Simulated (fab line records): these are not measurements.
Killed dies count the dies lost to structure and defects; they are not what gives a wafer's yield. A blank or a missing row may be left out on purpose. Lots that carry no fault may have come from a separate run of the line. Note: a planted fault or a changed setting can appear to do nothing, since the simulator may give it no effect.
fab line records	flow rit-cmos
[record] lots = 5	wafers = 15	last-day = 7
route steps=202 shown CONTACT@172 M1@184
lots untouched by any fault: they come from a run of this same line in which no faults occurred
start-h: hours from the record's opening day to when the first of the lot's shown wafers began	wait-h: time in hours since the lot's previous step	" as in the row above	L1.1+2: one row covering several wafers at once	- no value, or no start given	* or withheld: withheld	< > ~ a bound
route shown NAME@n: NAME is a module with steps in the file, n the number in the route of the first one	usual: mean/standard deviation of fault-free wafers	same: alike in all rows	chamber/n: place in a boat	sites: per-site readings	_std_site: standard deviation across them	_edge_site: outer sites' mean less inner sites'	radius-mm: for every site, how far away it sits from the centre of the wafer	mask NAME#n: copy n	behind: the most recent tool/chamber to have shaped the wafer	hold: reason for holding the lot/hours on hold/outcome of the hold	device: the n, p or np transistor that did not switch	end of line: the same wafers' tests at the end of the route	for a step that has no rows: nothing shown but its recipe	killed: dies lost to structure and defects at the first sort, not the wafer's yield	map: a wafer's dies, marking killed ones x, the rest . and places with no die _
set.NAME: setting as actually run; set.NAME@STEP: the setting as run at that earlier step	model.NAME: the simulator's own value behind a step, which no gauge read
lots at selected steps of the route; one table per step, one row per wafer
services: when a tool's chamber went out of use (start-h, in hours from the record's first day, below 0 if earlier), for how many hours, and the reason
[[steps]]
[step RIT_CONTACT_SOFTBAKE_04]
[recipe] resist = NOVOLAK	temp-c = 90	time-s = 60
lot.wafer	tool	chamber	start-h	wait-h
L084.3+5+6	litho-track-01	0	105.25	0.1
L088.1+2+5	litho-track-04	0	122.10	0.1
L092.2+3+4	litho-track-01	0	141.29	0.1
L094.3+4+5	litho-track-02	0	151.55	0.1
L096.1+5+6	litho-track-02	0	161.89	0.1
[step RIT_CONTACT_EXPOSE_05]
[recipe] mask-id = M11	na = 0.6	source-shape = conventional	sigma-outer = 0.5	target-cd-nm = 1000	dose-mj = 250
[same] sigma-outer = 0.5
lot.wafer	tool	chamber	start-h	wait-h	mask
L084.3+5+6	iline-stepper-02	0	105.51	0.2	M11#0
L088.1+2+5	iline-stepper-01	0	122.25	0.1	M11#0
L092.2+3+4	iline-stepper-02	0	141.56	0.2	M11#0
L094.3+4+5	iline-stepper-01	0	151.81	0.2	M11#0
L096.1+5+6	iline-stepper-01	0	162.04	0.1	M11#0
[step RIT_CONTACT_PEB_06]
[recipe] resist = NOVOLAK	temp-c = withheld	time-s = withheld
lot.wafer	tool	chamber	start-h	wait-h
L084.3+5+6	litho-track-04	0	105.74	0.2
L088.1+2+5	litho-track-04	0	122.36	0.1
L092.2+3+4	litho-track-02	0	141.88	0.3
L094.3+4+5	litho-track-02	0	151.94	0.1
L096.1+5+6	litho-track-02	0	162.16	0.1
[step RIT_CONTACT_DEVELOP_07]
[recipe] resist = NOVOLAK	develop-time-s = 120	dev-temp-c = 23
lot.wafer	tool	chamber	start-h	wait-h
L084.3+5+6	litho-track-04	0	-	-
L088.1+2+5	litho-track-04	0	-	-
L092.2+3+4	litho-track-02	0	-	-
L094.3+4+5	litho-track-02	0	-	-
L096.1+5+6	litho-track-02	0	-	-
[step RIT_CONTACT_CD_MEAS_08]
[recipe] target-cd-nm = 1000
[usual] cd-nm = 999.1/2.5
lot.wafer	tool	chamber	start-h	wait-h	cd-nm
L084.3	cd-sem-02	-	106.13	-	997.7
L084.5	"	-	"	"	995.6
L084.6	"	-	"	"	996.1
L088.1	cd-sem-02	-	122.76	-	999.0
L088.2	"	-	"	"	1001.6
L088.5	"	-	"	"	999.8
L092.2	cd-sem-02	-	142.27	-	998.0
L092.3	"	-	"	"	999.3
L092.4	"	-	"	"	999.1
L094.3	cd-sem-02	-	152.33	-	997.8
L094.4	"	-	"	"	1000.6
L094.5	"	-	"	"	1001.7
L096.1	cd-sem-02	-	162.56	-	997.8
L096.5	"	-	"	"	999.5
L096.6	"	-	"	"	1000.4
[step RIT_CONTACT_OVL_MEAS_09]
[usual] CONTACT_OVL = 0.9/1.5
lot.wafer	tool	chamber	start-h	wait-h	CONTACT_OVL[nm]
L084.3	overlay-01	-	106.22	0.1	2.0
L084.5	"	-	"	"	1.2
L084.6	"	-	"	"	0.5
L088.1	overlay-02	-	122.88	0.1	2.0
L088.2	"	-	"	"	0.3
L088.5	"	-	"	"	-1.2
L092.2	overlay-01	-	142.38	0.1	2.1
L092.3	"	-	"	"	0.3
L092.4	"	-	"	"	2.2
L094.3	overlay-02	-	152.42	0.1	1.1
L094.4	"	-	"	"	2.1
L094.5	"	-	"	"	0.3
L096.1	overlay-02	-	162.68	0.1	0.5
L096.5	"	-	"	"	2.2
L096.6	"	-	"	"	0.1
[step RIT_CONTACT_HARDBAKE_10]
[recipe] resist = NOVOLAK	temp-c = 140	time-s = 60
lot.wafer	tool	chamber	start-h	wait-h
L084.3+5+6	litho-track-04	0	106.30	0.1
L088.1+2+5	litho-track-04	0	122.92	0.0
L092.2+3+4	litho-track-02	0	142.43	0.0
L094.3+4+5	litho-track-01	0	152.49	0.1
L096.1+5+6	litho-track-02	0	162.72	0.0
[step RIT_CONTACT_ETCH_11]
[recipe] target-depth-a = 4800	over-etch-frac = 0.2	stop-on = TiSi2	chemistry = CHF3/CF4/Ar	target = SiO2	CHF3_flow_sccm = 50	cf4-flow-sccm = 10	Ar_flow_sccm = 100	O2_flow_sccm = 5	pressure-mtorr = 100	rf-w = 200	time-s = 320
[usual] drypump-motor-current-A = 5.9/0.52	oes-product-au = 0.982/0.019	throttle-valve-pct = 8.86/0.14
lot.wafer	tool	chamber	start-h	wait-h	drypump-motor-current-A	oes-product-au	rf-hours-counter-h	throttle-valve-pct
L084.3	rie-diel-01	2	106.40	0.1	5.2	0.969	120	8.70
L084.5	"	1	"	"	5.8	1.007	-	8.96
L084.6	"	2	"	"	5.2	0.972	-	8.72
L088.1	rie-diel-01	3	123.07	0.1	5.6	0.978	8	8.81
L088.2	"	0	"	"	6.5	0.973	73	8.57
L088.5	"	1	"	"	5.8	1.005	-	8.96
L092.2	rie-diel-03	1	142.56	0.1	5.9	1.014	3	8.86
L092.3	"	3	"	"	6.5	0.953	100	8.70
L092.4	"	2	"	"	6.6	0.970	22	8.88
L094.3	rie-diel-01	0	152.59	0.1	6.5	0.976	73	8.59
L094.4	"	2	"	"	5.3	0.982	121	8.69
L094.5	"	1	"	"	5.8	1.011	-	8.96
L096.1	rie-diel-03	1	162.87	0.1	6.0	1.015	3	8.86
L096.5	"	3	"	"	6.5	0.955	-	8.71
L096.6	"	2	"	"	6.6	0.960	-	8.88
[step RIT_CONTACT_STRIP_12]
[recipe] chemistry = O2	time-s = 180	resist = NOVOLAK	platen-temp-c = withheld	power-w = 500	pressure-mtorr = 4000	o2-flow-sccm = 4000
[usual] drypump-motor-current-A = 5.6/0.39
lot.wafer	tool	chamber	start-h	wait-h	drypump-motor-current-A	rf-hours-counter-h
L084.3	plasma-asher-03	1	106.65	0.2	5.7	-
L084.5	"	0	"	"	5.7	-
L084.6	"	1	"	"	5.7	-
L088.1	plasma-asher-03	1	123.26	0.1	5.7	52
L088.2	"	0	"	"	5.8	52
L088.5	"	1	"	"	5.7	-
L092.2	plasma-asher-01	1	142.75	0.1	6.0	53
L092.3	"	1	"	"	6.0	-
L092.4	"	0	"	"	5.1	-
L094.3	plasma-asher-03	0	152.85	0.2	5.8	-
L094.4	"	1	"	"	5.7	-
L094.5	"	1	"	"	5.7	-
L096.1	plasma-asher-01	1	163.06	0.1	6.0	56
L096.5	"	1	"	"	6.0	-
L096.6	"	0	"	"	5.0	-
[step RIT_CONTACT_CD_MEAS_90]
[recipe] target-cd-nm = 1000
[usual] cd-nm = 999.2/2.5
lot.wafer	tool	chamber	start-h	wait-h	cd-nm
L084.3	cd-sem-01	-	106.81	0.1	997.5
L084.5	"	-	"	"	996.1
L084.6	"	-	"	"	996.1
L088.1	cd-sem-01	-	123.44	0.1	999.1
L088.2	"	-	"	"	1002.2
L088.5	"	-	"	"	1000.5
L092.2	cd-sem-02	-	142.95	0.1	997.9
L092.3	"	-	"	"	999.8
L092.4	"	-	"	"	999.0
L094.3	cd-sem-02	-	153.00	0.1	998.1
L094.4	"	-	"	"	1000.7
L094.5	"	-	"	"	1001.7
L096.1	cd-sem-01	-	163.24	0.1	997.4
L096.5	"	-	"	"	999.8
L096.6	"	-	"	"	1000.2
[step RIT_CONTACT_CLEAN_13]
[recipe] chemistry = SC1	mix = 3:3:50	time-s = 600	temp-c = 75
lot.wafer	tool	chamber	start-h	wait-h
L084.3+5+6	wet-bench-04	0	106.89	0.1
L088.1+2+5	wet-bench-01	0	123.56	0.1
L092.2+3+4	wet-bench-02	1	143.05	0.1
L094.3+4+5	wet-bench-04	3	153.08	0.1
L096.1+5+6	wet-bench-04	3	163.36	0.1
[step RIT_CONTACT_CLEAN_14]
[recipe] chemistry = SC2	mix = 3:3:50	time-s = 600	temp-c = 75	dry = n2-spin
lot.wafer	tool	chamber	start-h	wait-h
L084.3+5+6	wet-bench-04	2	107.08	0.0
L088.1+2+5	wet-bench-02	0	123.73	0.0
L092.2+3+4	wet-bench-01	2	143.22	0.0
L094.3+4+5	wet-bench-02	3	153.26	0.0
L096.1+5+6	wet-bench-02	2	163.53	0.0
[step RIT_M1_SPUTTER_00]
[recipe] material = Al	target-thk-nm = 400	power-w = 1952	chamber-pressure-pa = 0.4	gas = Ar	time-s = 500	substrate-temp-c = 25
[usual] throttle-valve-pct = 29.2/0.79
lot.wafer	tool	chamber	start-h	wait-h	throttle-valve-pct
L084.3	pvd-sputter-04	-	107.27	0.0	28.8
L084.5	"	-	"	"	28.5
L084.6	"	-	"	"	28.6
L088.1	pvd-sputter-04	-	123.91	0.0	28.6
L088.2	"	-	"	"	28.2
L088.5	"	-	"	"	28.8
L092.2	pvd-sputter-04	-	143.40	0.0	28.1
L092.3	"	-	"	"	28.8
L092.4	"	-	"	"	28.5
L094.3	pvd-sputter-04	-	153.43	0.0	28.8
L094.4	"	-	"	"	28.1
L094.5	"	-	"	"	29.0
L096.1	pvd-sputter-04	-	163.71	0.0	28.5
L096.5	"	-	"	"	28.3
L096.6	"	-	"	"	28.9
[step RIT_M1_RS_MEAS_01]
[recipe] thk-meas-gauge = four-point-probe	reads = Al_of_M1_SPUTTER_00
[usual] M1_AL_RS = 0.0755/0.00076
lot.wafer	tool	chamber	start-h	wait-h	M1_AL_RS[ohm/sq]
L084.3	film-metro-01	-	107.60	0.2	0.0763
L084.5	"	-	"	"	0.0753
L084.6	"	-	"	"	0.0766
L088.1	film-metro-02	-	124.20	0.1	0.0761
L088.2	"	-	"	"	0.0744
L088.5	"	-	"	"	0.0755
L092.2	film-metro-02	-	143.71	0.2	0.0758
L092.3	"	-	"	"	0.0769
L092.4	"	-	"	"	0.0766
L094.3	film-metro-02	-	153.77	0.2	0.0764
L094.4	"	-	"	"	0.0756
L094.5	"	-	"	"	0.0758
L096.1	film-metro-04	-	164.00	0.1	0.0764
L096.5	"	-	"	"	0.0756
L096.6	"	-	"	"	0.0764
[step RIT_M1_THK_MEAS_02]
[recipe] thk-meas-gauge = xrf	reads = Al_of_M1_SPUTTER_00
[usual] M1_AL_THK = 384/5.1
lot.wafer	tool	chamber	start-h	wait-h	M1_AL_THK[nm]
L084.3	film-metro-01	-	107.70	0.1	384
L084.5	"	-	"	"	389
L084.6	"	-	"	"	381
L088.1	film-metro-02	-	124.32	0.1	378
L088.2	"	-	"	"	388
L088.5	"	-	"	"	382
L092.2	film-metro-02	-	143.82	0.1	382
L092.3	"	-	"	"	375
L092.4	"	-	"	"	378
L094.3	film-metro-02	-	153.87	0.1	376
L094.4	"	-	"	"	379
L094.5	"	-	"	"	377
L096.1	film-metro-04	-	164.12	0.1	381
L096.5	"	-	"	"	386
L096.6	"	-	"	"	380
[step RIT_M1_HMDS_03]
[recipe] prime-time-s = 60	prime-temp-c = 140
[usual] prime-temp-c = 140.03/0.14
lot.wafer	tool	chamber	start-h	wait-h	prime-temp-c
L084.3	litho-track-03	0	107.87	0.2	139.97
L084.5	"	0	"	"	140.02
L084.6	"	0	"	"	140.05
L088.1	litho-track-01	0	124.38	0.1	139.82
L088.2	"	0	"	"	140.01
L088.5	"	0	"	"	139.96
L092.2	litho-track-01	0	143.90	0.1	140.06
L092.3	"	0	"	"	140.01
L092.4	"	0	"	"	140.11
L094.3	litho-track-02	0	153.96	0.1	140.01
L094.4	"	0	"	"	140.26
L094.5	"	0	"	"	140.10
L096.1	litho-track-01	0	164.18	0.1	140.05
L096.5	"	0	"	"	139.92
L096.6	"	0	"	"	139.89
[step RIT_M1_COAT_04]
[recipe] resist = NOVOLAK	spin-rpm = 2000	resist-thk-nm = 1300
lot.wafer	tool	chamber	start-h	wait-h
L084.3+5+6	litho-track-03	0	108.02	0.1
L088.1+2+5	litho-track-01	0	124.53	0.1
L092.2+3+4	litho-track-01	0	144.05	0.1
L094.3+4+5	litho-track-02	0	154.11	0.1
L096.1+5+6	litho-track-01	0	164.33	0.1
[step RIT_M1_SOFTBAKE_05]
[recipe] resist = NOVOLAK	temp-c = 90	time-s = 60
lot.wafer	tool	chamber	start-h	wait-h
L084.3+5+6	litho-track-03	0	108.17	0.1
L088.1+2+5	litho-track-01	0	124.68	0.1
L092.2+3+4	litho-track-01	0	144.20	0.1
L094.3+4+5	litho-track-02	0	154.26	0.1
L096.1+5+6	litho-track-01	0	164.48	0.1
[step RIT_M1_EXPOSE_06]
[recipe] mask-id = M12	na = 0.6	source-shape = conventional	sigma-outer = 0.5	target-cd-nm = 2600	dose-mj = 250
[same] sigma-outer = 0.5
lot.wafer	tool	chamber	start-h	wait-h	mask
L084.3+5+6	iline-stepper-02	0	108.43	0.2	M12#0
L088.1+2+5	iline-stepper-02	0	124.96	0.2	M12#0
L092.2+3+4	iline-stepper-01	0	144.34	0.1	M12#0
L094.3+4+5	iline-stepper-02	0	154.52	0.2	M12#0
L096.1+5+6	iline-stepper-01	0	164.76	0.2	M12#0
[step RIT_M1_PEB_07]
[recipe] resist = NOVOLAK	temp-c = withheld	time-s = withheld
lot.wafer	tool	chamber	start-h	wait-h
L084.3+5+6	litho-track-03	0	108.56	0.1
L088.1+2+5	litho-track-01	0	125.07	0.1
L092.2+3+4	litho-track-02	0	144.46	0.1
L094.3+4+5	litho-track-02	0	154.65	0.1
L096.1+5+6	litho-track-02	0	164.87	0.1
[step RIT_M1_DEVELOP_08]
[recipe] resist = NOVOLAK	develop-time-s = 65.25	dev-temp-c = 23
lot.wafer	tool	chamber	start-h	wait-h
L084.3+5+6	litho-track-03	0	-	-
L088.1+2+5	litho-track-01	0	-	-
L092.2+3+4	litho-track-02	0	-	-
L094.3+4+5	litho-track-02	0	-	-
L096.1+5+6	litho-track-02	0	-	-
[step RIT_M1_CD_MEAS_09]
[recipe] target-cd-nm = 2600
[usual] cd-nm = 2600.6/2.1
lot.wafer	tool	chamber	start-h	wait-h	cd-nm
L084.3	cd-sem-02	-	108.86	-	2601.2
L084.5	"	-	"	"	2602.3
L084.6	"	-	"	"	2601.6
L088.1	cd-sem-01	-	125.39	-	2599.0
L088.2	"	-	"	"	2600.8
L088.5	"	-	"	"	2597.8
L092.2	cd-sem-02	-	144.77	-	2596.5
L092.3	"	-	"	"	2597.2
L092.4	"	-	"	"	2598.4
L094.3	cd-sem-01	-	154.95	-	2601.2
L094.4	"	-	"	"	2603.0
L094.5	"	-	"	"	2601.0
L096.1	cd-sem-02	-	165.19	-	2602.2
L096.5	"	-	"	"	2602.7
L096.6	"	-	"	"	2602.2
[step RIT_M1_OVL_MEAS_10]
[usual] M1_OVL = 0.4/1.5
lot.wafer	tool	chamber	start-h	wait-h	M1_OVL[nm]
L084.3	overlay-01	-	108.96	0.1	0.2
L084.5	"	-	"	"	-1.3
L084.6	"	-	"	"	1.2
L088.1	overlay-02	-	125.51	0.1	2.4
L088.2	"	-	"	"	1.3
L088.5	"	-	"	"	1.4
L092.2	overlay-01	-	144.88	0.1	-0.4
L092.3	"	-	"	"	0.2
L092.4	"	-	"	"	-0.6
L094.3	overlay-02	-	155.04	0.1	-0.4
L094.4	"	-	"	"	2.5
L094.5	"	-	"	"	-0.2
L096.1	overlay-02	-	165.31	0.1	0.7
L096.5	"	-	"	"	0.3
L096.6	"	-	"	"	0.9
[step RIT_M1_HARDBAKE_11]
[recipe] resist = NOVOLAK	temp-c = 140	time-s = 120
lot.wafer	tool	chamber	start-h	wait-h
L084.3+5+6	litho-track-02	0	109.06	0.1
L088.1+2+5	litho-track-01	0	125.54	0.0
L092.2+3+4	litho-track-01	0	144.95	0.1
L094.3+4+5	litho-track-01	0	155.15	0.1
L096.1+5+6	litho-track-02	0	165.34	0.0
[step RIT_M1_METAL_ETCH_12]
[recipe] stop-on = SiO2	chemistry = Cl2/BCl3	target = Al	time-s = 165	over-etch-frac = 0.5	pressure-mtorr = 100	target-depth-a = 6000	rf-w = 250	Cl2_flow_sccm = 60	bcl3-flow-sccm = 50
[usual] drypump-motor-current-A = 5.24/0.3	oes-product-au = 0.771/0.016	throttle-valve-pct = 8.24/0.11
lot.wafer	tool	chamber	start-h	wait-h	drypump-motor-current-A	oes-product-au	rf-hours-counter-h	throttle-valve-pct
L084.3	rie-metal-04	1	109.28	0.2	5.48	0.791	-	8.19
L084.5	"	0	"	"	4.83	0.773	-	8.06
L084.6	"	1	"	"	5.47	0.785	-	8.16
L088.1	rie-metal-03	1	125.79	0.2	5.74	0.767	35	8.39
L088.2	"	0	"	"	4.90	0.743	39	8.31
L088.5	"	1	"	"	5.75	0.774	-	8.38
L092.2	rie-metal-04	0	145.16	0.2	4.85	0.772	2	8.04
L092.3	"	1	"	"	5.48	0.784	-	8.17
L092.4	"	0	"	"	4.83	0.764	-	8.04
L094.3	rie-metal-04	0	155.37	0.2	4.81	0.764	-	8.04
L094.4	"	1	"	"	5.50	0.799	-	8.19
L094.5	"	0	"	"	4.81	0.775	-	8.03
L096.1	rie-metal-01	1	165.59	0.2	5.18	0.769	5	8.32
L096.5	"	1	"	"	5.21	0.771	-	8.32
L096.6	"	0	"	"	5.31	0.767	-	8.25
[step RIT_M1_STRIP_13]
[recipe] chemistry = nmp	resist = NOVOLAK	temp-c = 80	time-s = 600	dry = n2-spin
lot.wafer	tool	chamber	start-h	wait-h
L084.3+5+6	wet-bench-01	0	109.39	0.1
L088.1+2+5	wet-bench-02	0	125.96	0.1
L092.2+3+4	wet-bench-01	0	145.32	0.1
L094.3+4+5	wet-bench-01	0	155.48	0.1
L096.1+5+6	wet-bench-02	2	165.75	0.1
[step RIT_M1_STRIP_14]
[recipe] chemistry = O2	time-s = 180	platen-temp-c = withheld	power-w = 500	pressure-mtorr = 4000	o2-flow-sccm = 4000
[usual] drypump-motor-current-A = 5.6/0.46
lot.wafer	tool	chamber	start-h	wait-h	drypump-motor-current-A	rf-hours-counter-h
L084.3	plasma-asher-01	1	109.79	0.2	6.0	-
L084.5	"	1	"	"	6.0	-
L084.6	"	0	"	"	5.0	-
L088.1	plasma-asher-04	1	126.13	0.0	6.0	1
L088.2	"	0	"	"	5.1	1
L088.5	"	1	"	"	6.0	-
L092.2	plasma-asher-04	1	145.50	0.0	6.0	4
L092.3	"	0	"	"	5.1	-
L092.4	"	1	"	"	6.0	-
L094.3	plasma-asher-01	1	155.71	0.1	6.0	-
L094.4	"	0	"	"	5.0	-
L094.5	"	0	"	"	5.0	-
L096.1	plasma-asher-04	1	165.93	0.0	6.0	6
L096.5	"	1	"	"	6.0	-
L096.6	"	0	"	"	5.1	-
[step RIT_M1_CD_MEAS_90]
[recipe] target-cd-nm = 2600
[usual] cd-nm = 2601/3.3
lot.wafer	tool	chamber	start-h	wait-h	cd-nm
L084.3	cd-sem-01	-	109.95	0.1	2597
L084.5	"	-	"	"	2603
L084.6	"	-	"	"	2598
L088.1	cd-sem-01	-	126.31	0.1	2600
L088.2	"	-	"	"	2599
L088.5	"	-	"	"	2599
L092.2	cd-sem-01	-	145.69	0.1	2597
L092.3	"	-	"	"	2595
L092.4	"	-	"	"	2599
L094.3	cd-sem-01	-	155.87	0.1	2603
L094.4	"	-	"	"	2603
L094.5	"	-	"	"	2604
L096.1	cd-sem-01	-	166.10	0.1	2603
L096.5	"	-	"	"	2605
L096.6	"	-	"	"	2602
[step RIT_M1_ANNEAL_15]
[recipe] temp-c = 450	time-s = 1800	ambient = forming_gas_H2N2
lot.wafer	tool	chamber	start-h	wait-h
L084.3+5+6	-	-	110.03	0.1
L088.1+2+5	-	-	126.43	0.1
L092.2+3+4	-	-	147.01	1.3
L094.3+4+5	-	-	156.21	0.3
L096.1+5+6	-	-	166.22	0.1
[step RIT_M1_BOW_MEAS_16]
[recipe] mode = bow
[usual] M1_BOW = 17/6.3
lot.wafer	tool	chamber	start-h	wait-h	M1_BOW[um]
L084.3	film-metro-01	-	111.57	0.0	23
L084.5	"	-	"	"	16
L084.6	"	-	"	"	5
L088.1	film-metro-04	-	127.93	0.0	22
L088.2	"	-	"	"	22
L088.5	"	-	"	"	24
L092.2	film-metro-02	-	148.53	0.0	9
L092.3	"	-	"	"	9
L092.4	"	-	"	"	12
L094.3	film-metro-01	-	157.75	0.0	17
L094.4	"	-	"	"	35
L094.5	"	-	"	"	22
L096.1	film-metro-02	-	167.72	0.0	10
L096.5	"	-	"	"	20
L096.6	"	-	"	"	16
[step RIT_M1_PROBE_99]
[usual] defect-limited-yield = 97.4/1.2	killed-at-contacts = 0.1/0.26	killed-at-front-end = 7/3.2	killed-dies = 7/3.2	killed-open = 3.2/2.1	killed-short = 3.7/2.1	sort_bin_3_pad_short = 0.1/0.2	sort_bin_5_function = 1.5/0.79	sort_bin_6_memory = 1.0/0.68	sort-n-pass = 257/3.2	sort-yield-pct = 97.4/1.2
[same] gross-dies = 264	killed_at_M0_to_M3 = 0	killed_at_M4_up = 0	killed-at-back-side = 0	killed-at-other = 0
lot.wafer	tool	chamber	start-h	wait-h	defect-limited-yield[%]	killed-at-contacts	killed-at-front-end	killed-dies	killed-open	killed-short	sort_bin_3_pad_short[%]	sort_bin_5_function[%]	sort_bin_6_memory[%]	sort-n-pass	sort-yield-pct[%]
L084.3	prober-02	-	111.75	0.2	97.3	0	7	7	3	4	0.8	0.8	1.1	257	97.3
L084.5	prober-02	-	111.85	0.2	98.1	0	5	5	2	3	0	1.5	0.4	259	98.1
L084.6	prober-02	-	111.90	0.2	95.5	0	12	12	7	5	0.4	2.7	1.5	252	95.5
L094.3	prober-02	-	157.93	0.2	97.7	0	6	6	4	2	0	1.5	0.8	258	97.7
L094.4	prober-02	-	157.98	0.2	98.1	0	5	5	1	4	0	1.1	0.8	259	98.1
L094.5	prober-02	-	158.03	0.2	98.1	0	5	5	4	1	0	0.8	1.1	259	98.1
L096.1	prober-02	-	167.84	0.1	96.2	0	10	10	5	5	0	1.5	2.3	254	96.2
L096.5	prober-02	-	168.04	0.2	97.3	0	7	7	1	6	0.4	1.5	0.8	257	97.3
L096.6	prober-02	-	168.09	0.2	96.2	0	10	10	5	5	0.4	2.3	1.1	254	96.2
// killed by level:class
L084.3 FOX2:geometric-particle:open=2 FOX1:geometric-particle:open=1 FOX1:geometric-particle:short=1 FOX2:geometric-particle:short=1 GATE:geometric-particle:short=1 REOX:geometric-particle:short=1
L084.5 FOX2:geometric-particle:short=2 FOX2:geometric-particle:open=1 GATE:geometric-particle:short=1 REOX:geometric-particle:open=1
L084.6 SPACER:geometric-particle:open=3 FOX2:geometric-particle:short=2 SPACER:geometric-particle:short=2 FOX1:geometric-particle:open=1 FOX2:geometric-particle:open=1 GATE:geometric-particle:open=1 REOX:geometric-particle:open=1 REOX:geometric-particle:short=1
L094.3 GATE:geometric-particle:open=2 FOX1:geometric-particle:short=1 FOX1:geometric-particle:open=1 SPACER:geometric-particle:open=1 SILICIDE:geometric-particle:short=1
L094.4 SPACER:geometric-particle:short=2 GATE:geometric-particle:short=1 REOX:geometric-particle:short=1 SPACER:geometric-particle:open=1
L094.5 GATE:geometric-particle:open=2 SPACER:geometric-particle:open=2 SPACER:geometric-particle:short=1
L096.1 FOX1:geometric-particle:open=4 FOX1:geometric-particle:short=2 REOX:geometric-particle:short=2 GATE:geometric-particle:open=1 GATE:geometric-particle:short=1
L096.5 GATE:geometric-particle:short=2 REOX:geometric-particle:short=2 FOX2:geometric-particle:short=1 GATE:geometric-particle:open=1 SPACER:geometric-particle:short=1
L096.6 REOX:geometric-particle:open=3 GATE:geometric-particle:short=2 REOX:geometric-particle:short=2 FOX1:geometric-particle:open=1 SPACER:geometric-particle:open=1 SILICIDE:geometric-particle:short=1
[[services]]
tool	chamber	start-h	hours	kind
rie-diel-01	-	82.53	0.4	repair
rie-diel-01	0	91.52	3.6	repair
wet-bench-04	-	93.48	7.8	repair
plasma-asher-04	-	108.92	9.0	pm
plasma-asher-04	0	108.92	9.0	vent-cycle
plasma-asher-04	1	108.92	9.0	vent-cycle
furnace-04	-	112.87	3.8	pm
plasma-asher-04	0	117.92	-	clean
plasma-asher-04	1	117.92	-	clean
rie-metal-03	-	136.12	20.0	pm
rie-metal-03	0	136.12	20.0	vent-cycle
rie-metal-03	1	136.12	20.0	vent-cycle
wet-bench-04	-	144.35	2.3	repair
furnace-04	-	146.34	4.9	pm
furnace-02	-	151.06	6.2	pm
rie-metal-03	0	156.12	-	clean
rie-metal-03	1	156.12	-	clean
rie-diel-01	1	160.13	3.8	repair
rie-diel-01	1	163.93	-	clean
iline-stepper-01	-	165.39	1.7	pm
[[key]]
fault none
